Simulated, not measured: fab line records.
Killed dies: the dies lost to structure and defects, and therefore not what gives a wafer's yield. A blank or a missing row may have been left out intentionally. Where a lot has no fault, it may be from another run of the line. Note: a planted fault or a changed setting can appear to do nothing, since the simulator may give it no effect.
The tool behind it: which one? / flow rit-cmos / 39 wafers from 13 lots sampled at 3 of the route's 202 steps

== WHAT EACH GAUGE READ, for each wafer ==
RIT_M1_RS_MEAS_01: uses a four-point probe to measure. Usual: M1_AL_RS gives 0.0737 ohm/sq (standard deviation 0.0008).
lot=L562; measured=day 3 08:24; on=film-metro-03; M1_AL_RS (ohm/sq)=0.0726 0.0747 0.0741; flag=
lot=L563; measured=day 3 15:13; on=film-metro-03; M1_AL_RS (ohm/sq)=0.0730 0.0733 0.0721; flag=
lot=L565; measured=day 3 21:29; on=film-metro-04; M1_AL_RS (ohm/sq)=0.0725 0.0731 0.0719; flag=
lot=L567; measured=day 4 11:44; on=film-metro-02; M1_AL_RS (ohm/sq)=0.0741 0.0736 0.0735; flag=
lot=L571; measured=day 5 04:35; on=film-metro-02; M1_AL_RS (ohm/sq)=0.1026 0.1028 0.1029; flag=OFF
lot=L573; measured=day 5 20:07; on=film-metro-04; M1_AL_RS (ohm/sq)=0.1057 0.1030 0.1019; flag=OFF
lot=L575; measured=day 6 02:42; on=film-metro-02; M1_AL_RS (ohm/sq)=0.1026 0.1044 0.1037; flag=OFF
lot=L576; measured=day 6 04:41; on=film-metro-03; M1_AL_RS (ohm/sq)=0.0750 0.0752 0.0749; flag=
lot=L578; measured=day 6 20:28; on=film-metro-04; M1_AL_RS (ohm/sq)=0.0731 0.0737 0.0727; flag=
lot=L580; measured=day 7 02:56; on=film-metro-02; M1_AL_RS (ohm/sq)=0.0742 0.0736 0.0723; flag=
lot=L581; measured=day 7 05:05; on=film-metro-02; M1_AL_RS (ohm/sq)=0.0744 0.0740 0.0746; flag=
lot=L583; measured=day 7 20:29; on=film-metro-03; M1_AL_RS (ohm/sq)=0.0733 0.0734 0.0731; flag=
lot=L585; measured=day 8 04:52; on=film-metro-04; M1_AL_RS (ohm/sq)=0.0746 0.0740 0.0751; flag=

RIT_M1_THK_MEAS_02: measures by xrf. Usual: M1_AL_THK gives 399 nm (standard deviation 5).
lot=L562; measured=day 3 08:30; on=film-metro-03; M1_AL_THK (nm)=404 392 396; flag=
lot=L563; measured=day 3 15:20; on=film-metro-03; M1_AL_THK (nm)=400 400 406; flag=
lot=L565; measured=day 3 21:37; on=film-metro-04; M1_AL_THK (nm)=411 406 412; flag=
lot=L567; measured=day 4 11:51; on=film-metro-02; M1_AL_THK (nm)=396 396 399; flag=
lot=L571; measured=day 5 04:41; on=film-metro-02; M1_AL_THK (nm)=288 287 289; flag=OFF
lot=L573; measured=day 5 20:14; on=film-metro-04; M1_AL_THK (nm)=283 289 293; flag=OFF
lot=L575; measured=day 6 02:49; on=film-metro-02; M1_AL_THK (nm)=287 282 284; flag=OFF
lot=L576; measured=day 6 04:48; on=film-metro-03; M1_AL_THK (nm)=389 392 391; flag=
lot=L578; measured=day 6 20:34; on=film-metro-04; M1_AL_THK (nm)=405 401 407; flag=
lot=L580; measured=day 7 03:03; on=film-metro-02; M1_AL_THK (nm)=395 399 403; flag=
lot=L581; measured=day 7 05:11; on=film-metro-02; M1_AL_THK (nm)=392 394 391; flag=
lot=L583; measured=day 7 20:36; on=film-metro-03; M1_AL_THK (nm)=400 401 403; flag=
lot=L585; measured=day 8 04:58; on=film-metro-04; M1_AL_THK (nm)=396 399 393; flag=

== EACH LOT AND THE TOOL THAT RAN IT (in order: tool; ch and the chambers of the sampled wafers; start) ==
lot=L562; RIT_M1_SPUTTER_00=pvd-sputter-04, day 3 08:04
lot=L563; RIT_M1_SPUTTER_00=pvd-sputter-02, day 3 14:55
lot=L565; RIT_M1_SPUTTER_00=pvd-sputter-02, day 3 21:11
lot=L567; RIT_M1_SPUTTER_00=pvd-sputter-02, day 4 11:26
lot=L571; RIT_M1_SPUTTER_00=pvd-sputter-02, day 5 04:15
lot=L573; RIT_M1_SPUTTER_00=pvd-sputter-02, day 5 19:48
lot=L575; RIT_M1_SPUTTER_00=pvd-sputter-02, day 6 02:23
lot=L576; RIT_M1_SPUTTER_00=pvd-sputter-01, day 6 04:23
lot=L578; RIT_M1_SPUTTER_00=pvd-sputter-04, day 6 20:09
lot=L580; RIT_M1_SPUTTER_00=pvd-sputter-04, day 7 02:38
lot=L581; RIT_M1_SPUTTER_00=pvd-sputter-01, day 7 04:44
lot=L583; RIT_M1_SPUTTER_00=pvd-sputter-01, day 7 20:10
lot=L585; RIT_M1_SPUTTER_00=pvd-sputter-01, day 8 04:31
- RIT_M1_SPUTTER_00: material Al, target thk 400 nm, time 500 s.

== WHAT THE TOOLS THEMSELVES READ (means of the sampled wafers that have a number; where no wafer has one, the mark that the record gives instead) ==
RIT_M1_SPUTTER_00. Usual: cathode-dc-power-W 2000.0 W, standard deviation 0.38; throttle-valve-pct 30.0 %, standard deviation 0.97.
lot=L562; tool=pvd-sputter-04; cathode-dc-power-W (W)=1999.7; throttle-valve-pct (%)=31.1; flag=
lot=L563; tool=pvd-sputter-02; cathode-dc-power-W (W)=2000.3; throttle-valve-pct (%)=28.7; flag=
lot=L565; tool=pvd-sputter-02; cathode-dc-power-W (W)=2000.0; throttle-valve-pct (%)=29.1; flag=
lot=L567; tool=pvd-sputter-02; cathode-dc-power-W (W)=2000.0; throttle-valve-pct (%)=29.5; flag=
lot=L571; tool=pvd-sputter-02; cathode-dc-power-W (W)=1999.8; throttle-valve-pct (%)=29.1; flag=
lot=L573; tool=pvd-sputter-02; cathode-dc-power-W (W)=1999.8; throttle-valve-pct (%)=29.2; flag=
lot=L575; tool=pvd-sputter-02; cathode-dc-power-W (W)=2000.0; throttle-valve-pct (%)=28.9; flag=
lot=L576; tool=pvd-sputter-01; cathode-dc-power-W (W)=1999.8; throttle-valve-pct (%)=29.8; flag=
lot=L578; tool=pvd-sputter-04; cathode-dc-power-W (W)=1999.9; throttle-valve-pct (%)=31.2; flag=
lot=L580; tool=pvd-sputter-04; cathode-dc-power-W (W)=2000.2; throttle-valve-pct (%)=30.7; flag=
lot=L581; tool=pvd-sputter-01; cathode-dc-power-W (W)=2000.5; throttle-valve-pct (%)=29.2; flag=
lot=L583; tool=pvd-sputter-01; cathode-dc-power-W (W)=1999.8; throttle-valve-pct (%)=30.3; flag=
lot=L585; tool=pvd-sputter-01; cathode-dc-power-W (W)=2000.1; throttle-valve-pct (%)=30.7; flag=

== THE ANSWER, worked out from the rows above alone ==
Rule: lot off if the mean of its wafers having a number is beyond 3 standard deviations from the usual mean. A lot without any number at a reading at which 4 lots or more have one is off too. Any other lot the step has rows for is counted as sound. Order of review: gauges by route order, followed by the tools' own readings, for which a lot's mean as printed above is used. The first step at which some lot is off is used, and at that step the reading that is off furthest; a lot without a number counts as furthest.
Off: at RIT_M1_RS_MEAS_01 (M1_AL_RS), L571, L573, L575.
A tool fits if, at a process step before that reading, it ran every lot that is off, and no sound lot after the first of them. The gauges at RIT_M1_RS_MEAS_01 are tried like those tools. One fits: pvd-sputter-02 at RIT_M1_SPUTTER_00. Its last sound lot is L567 (day 4 11:26), its first lot that is off L571 (day 5 04:15): a fault that began between those two fits.

== WHAT THE SIMULATOR PUT IN ==
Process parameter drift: pvd-sputter-02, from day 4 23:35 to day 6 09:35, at RIT_M1_SPUTTER_00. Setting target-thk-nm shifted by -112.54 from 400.
Struck lots among those shown: L571, L573, L575. The same result came from the rule above.
